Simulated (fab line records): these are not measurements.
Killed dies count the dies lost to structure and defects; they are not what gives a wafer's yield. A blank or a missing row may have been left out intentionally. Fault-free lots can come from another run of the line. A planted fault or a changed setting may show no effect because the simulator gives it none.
The tool behind it: which one? + flow berkeley_cmos170 + 14 lots, 42 wafers sampled, at 5 steps of a route of 331

== WHAT THE GAUGES READ, wafer by wafer ==
UCB170_PVT_TW_MEAS_09. Usual: PVT_TW typically reads 508, with standard deviation 4.5.
| lot  | measured     | on            | PVT_TW      | flag |
|------|--------------|---------------|-------------|------|
| L349 | day 6 14:28  | film_metro-01 | 501 503 504 |      |
| L352 | day 7 01:43  | film_metro-04 | 514 511 516 |      |
| L351 | day 7 02:19  | film_metro-04 | 510 513 514 |      |
| L354 | day 7 15:34  | film_metro-02 | 504 505 502 |      |
| L356 | day 7 18:43  | film_metro-04 | 510 515 514 |      |
| L357 | day 8 15:26  | film_metro-02 | 503 501 502 |      |
| L363 | day 10 03:32 | film_metro-01 | 506 508 506 |      |
| L365 | day 10 21:35 | film_metro-01 | 504 504 505 |      |
| L368 | day 10 21:49 | film_metro-02 | 504 502 500 |      |
| L367 | day 10 21:57 | film_metro-04 | 514 517 515 |      |
| L369 | day 11 03:10 | film_metro-01 | 506 506 506 |      |
| L370 | day 11 03:27 | film_metro-01 | 504 503 508 |      |
| L372 | day 11 17:49 | film_metro-01 | 506 506 506 |      |
| L371 | day 11 18:06 | film_metro-01 | 506 507 505 |      |

UCB170_GATE_THK_MEAS_05. Usual: GATE_POLY_THK typically reads 214.0 nm, with standard deviation 2.1.
| lot  | measured     | on            | GATE_POLY_THK (nm) | flag |
|------|--------------|---------------|--------------------|------|
| L349 | day 7 05:29  | film_metro-03 | 217.9 217.5 218.0  |      |
| L352 | day 7 14:21  | film_metro-03 | 213.1 213.1 212.7  |      |
| L351 | day 7 14:22  | film_metro-04 | 214.2 213.8 215.4  |      |
| L354 | day 8 10:33  | film_metro-04 | 214.9 213.3 213.5  |      |
| L356 | day 8 10:33  | film_metro-03 | 214.9 216.0 215.0  |      |
| L357 | day 9 04:40  | film_metro-04 | 213.1 215.5 215.9  |      |
| L363 | day 10 15:13 | film_metro-03 | 213.7 214.3 212.4  |      |
| L365 | day 11 12:16 | film_metro-03 | 212.4 213.6 214.4  |      |
| L368 | day 11 12:13 | film_metro-01 | 213.5 211.9 209.9  |      |
| L367 | day 11 12:16 | film_metro-01 | 215.4 214.3 215.9  |      |
| L369 | day 11 15:31 | film_metro-04 | 211.8 211.6 214.2  |      |
| L370 | day 11 15:35 | film_metro-04 | 215.1 215.9 215.8  |      |
| L372 | day 12 04:35 | film_metro-04 | 212.2 211.5 209.6  |      |
| L371 | day 12 04:34 | film_metro-03 | 212.2 211.0 212.0  |      |

UCB170_NLDD_CD_MEAS_06 targets a cd of 1200 nm. Usual: 1199.7 nm for cd_nm, sd 1.4.
| lot  | measured     | on        | cd_nm (nm)           | flag |
|------|--------------|-----------|----------------------|------|
| L349 | day 7 15:02  | cd_sem-02 | 1199.4 1200.2 1198.7 |      |
| L352 | day 7 20:09  | cd_sem-01 | 1199.1 1199.3 1198.5 |      |
| L351 | day 7 19:53  | cd_sem-01 | 1202.4 1199.6 1199.7 |      |
| L354 | day 8 16:21  | cd_sem-01 | 1198.9 1199.8 1199.7 |      |
| L356 | day 8 16:42  | cd_sem-01 | 1197.4 1198.5 1199.3 |      |
| L357 | day 9 10:53  | cd_sem-02 | 1200.9 1202.8 1201.1 |      |
| L363 | day 10 22:48 | cd_sem-02 | 1212.1 1209.1 1210.9 | OFF  |
| L365 | day 11 22:14 | cd_sem-01 | 1208.7 1208.4 1208.2 | OFF  |
| L368 | day 11 21:16 | cd_sem-01 | 1201.7 1202.1 1203.1 |      |
| L367 | day 11 22:31 | cd_sem-02 | 1197.4 1197.9 1199.4 |      |
| L369 | day 12 00:29 | cd_sem-02 | 1198.0 1197.1 1198.3 |      |
| L370 | day 12 00:41 | cd_sem-01 | 1199.5 1201.1 1199.0 |      |
| L372 | day 12 11:23 | cd_sem-01 | 1199.3 1199.3 1199.4 |      |
| L371 | day 12 11:41 | cd_sem-02 | 1200.5 1198.2 1198.0 |      |

UCB170_NSD_CD_MEAS_06 targets a cd of 1200 nm. Usual: 1200.2 nm for cd_nm, sd 1.6.
| lot  | measured     | on        | cd_nm (nm)           | flag |
|------|--------------|-----------|----------------------|------|
| L349 | day 8 03:19  | cd_sem-01 | 1201.3 1200.5 1200.3 |      |
| L352 | day 8 09:37  | cd_sem-01 | 1199.7 1199.8 1199.5 |      |
| L351 | day 8 09:20  | cd_sem-01 | 1202.4 1203.1 1203.2 |      |
| L354 | day 9 04:53  | cd_sem-01 | 1200.1 1199.0 1199.1 |      |
| L356 | day 9 05:26  | cd_sem-02 | 1203.2 1202.8 1201.9 |      |
| L357 | day 10 02:51 | cd_sem-01 | 1201.1 1201.5 1200.6 |      |
| L363 | day 11 13:22 | cd_sem-02 | 1199.4 1200.3 1201.7 |      |
| L365 | day 12 09:01 | cd_sem-02 | 1198.4 1198.1 1199.3 |      |
| L368 | day 12 08:37 | cd_sem-01 | 1200.4 1201.4 1198.9 |      |
| L367 | day 12 09:15 | cd_sem-02 | 1198.5 1199.4 1198.0 |      |
| L369 | day 12 09:53 | cd_sem-01 | 1202.5 1200.5 1201.2 |      |
| L370 | day 12 10:18 | cd_sem-02 | 1200.9 1199.3 1200.2 |      |
| L372 | day 12 20:58 | cd_sem-01 | 1199.7 1199.3 1200.0 |      |
| L371 | day 12 21:28 | cd_sem-02 | 1197.7 1199.0 1198.9 |      |

== TOOL THAT RAN EACH LOT (tool first, then ch and the chambers of the sampled wafers, then the start) ==
| lot  | UCB170_NLDD_PEB_04                |
|------|-----------------------------------|
| L349 | litho_track-04 ch 0, day 7 14:43  |
| L352 | litho_track-04 ch 0, day 7 19:52  |
| L351 | litho_track-04 ch 0, day 7 19:37  |
| L354 | litho_track-04 ch 0, day 8 16:05  |
| L356 | litho_track-02 ch 0, day 8 16:25  |
| L357 | litho_track-04 ch 0, day 9 10:37  |
| L363 | litho_track-04 ch 0, day 10 22:32 |
| L365 | litho_track-04 ch 0, day 11 21:00 |
| L368 | litho_track-03 ch 0, day 11 20:00 |
| L367 | litho_track-02 ch 0, day 11 22:00 |
| L369 | litho_track-03 ch 0, day 12 00:10 |
| L370 | litho_track-02 ch 0, day 12 00:25 |
| L372 | litho_track-03 ch 0, day 12 11:07 |
| L371 | litho_track-03 ch 0, day 12 11:25 |
- UCB170_NLDD_PEB_04

== AS READ BY THE TOOLS THEMSELVES (means over the sampled wafers that have a number; for cases with no such wafer, the mark the record gives instead) ==
UCB170_NLDD_PEB_04. Usual: 129.99 C for plate_temp_C, sd 0.15.
| lot  | tool           | plate_temp_C (C) | flag |
|------|----------------|------------------|------|
| L349 | litho_track-04 | 129.68           |      |
| L352 | litho_track-04 | 130.07           |      |
| L351 | litho_track-04 | 130.01           |      |
| L354 | litho_track-04 | 130.03           |      |
| L356 | litho_track-02 | 130.14           |      |
| L357 | litho_track-04 | 130.02           |      |
| L363 | litho_track-04 | 130.28           |      |
| L365 | litho_track-04 | 129.91           |      |
| L368 | litho_track-03 | 129.97           |      |
| L367 | litho_track-02 | 130.12           |      |
| L369 | litho_track-03 | 129.82           |      |
| L370 | litho_track-02 | 129.97           |      |
| L372 | litho_track-03 | 129.94           |      |
| L371 | litho_track-03 | 130.18           |      |

== THE ANSWER, worked out from the rows above alone ==
Rule: take the mean of a lot's wafers that have a number; if it is more than 3 standard deviations from the usual mean, the lot is off. A lot without any number at a reading at which 4 lots or more have one is off too. Any other lot the step has rows for is counted as sound. The gauges are gone through in route order, then the tools' own readings, and for those a lot's mean is taken as printed above. At the first step where some lot is off, the reading lying furthest off is the one used; lots without a number count as furthest.
Off: L363, L365 (UCB170_NLDD_CD_MEAS_06, cd_nm).
A tool fits if, at a process step before that reading, it ran every lot that is off, and no sound lot after the first of them. Gauges at UCB170_NLDD_CD_MEAS_06: tried the same way as those tools. One fits: UCB170_NLDD_PEB_04 on litho_track-04. A fault onset in the window from L357 (day 9 10:37, its last sound lot) to L363 (day 10 22:32, its first lot off) fits.

== WHAT THE SIMULATOR HAD INSERTED ==
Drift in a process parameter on litho_track-04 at UCB170_NLDD_PEB_04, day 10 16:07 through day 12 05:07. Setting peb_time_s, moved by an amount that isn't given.
Struck lots among those shown: L363, L365. The rule above found the same.
